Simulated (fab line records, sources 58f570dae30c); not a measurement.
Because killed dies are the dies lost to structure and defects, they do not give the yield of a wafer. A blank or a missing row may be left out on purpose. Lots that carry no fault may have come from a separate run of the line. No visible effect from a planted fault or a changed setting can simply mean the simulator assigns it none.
The tool behind it: which one? -- flow berkeley-cmos170 -- 21 wafers sampled from 7 lots at 1 step of a route of 331

## WHAT THE GAUGES SHOWED, per wafer
UCB170_NSD_TW_MEAS_10.
lot,measured,on,NSD_TW
L781,day 8 05:35,film-metro-02,4241 4257 4241
L782,day 8 19:17,film-metro-01,4228 4238 4229
L786,day 9 07:31,film-metro-01,4205 4192 4183
L787,day 9 08:07,film-metro-01,4217 4194 4182
L795,day 11 05:03,film-metro-03,4207 4210 4189
L801,day 12 07:07,film-metro-03,4210 4217 4225
L802,day 13 03:07,film-metro-01,4230 4210 4199

## WHICH TOOL RAN EACH LOT (tool, then ch and the chambers of the sampled wafers, then the start)
The record shows no process step preceding these readings.

## THE ANSWER, worked out from the rows above alone
Rule: usual is defined by the lots themselves. Put in order of their means at a reading, lots are off if they are a third of the lots or fewer, leave a main group of 4 or more, and stand apart from it by a gap of 3 or more times the standard deviation of the main group's means; of several such gaps the widest counts. A main group is skipped when, at the precision printed for the reading in the tables above, its means are all equal. A lot without any number at a reading at which 4 lots or more have one is off too. The other lots that the step has rows for count as sound.
No lot is off at any reading shown: from this, nothing can be told.

## WHAT WAS PUT IN BY THE SIMULATOR
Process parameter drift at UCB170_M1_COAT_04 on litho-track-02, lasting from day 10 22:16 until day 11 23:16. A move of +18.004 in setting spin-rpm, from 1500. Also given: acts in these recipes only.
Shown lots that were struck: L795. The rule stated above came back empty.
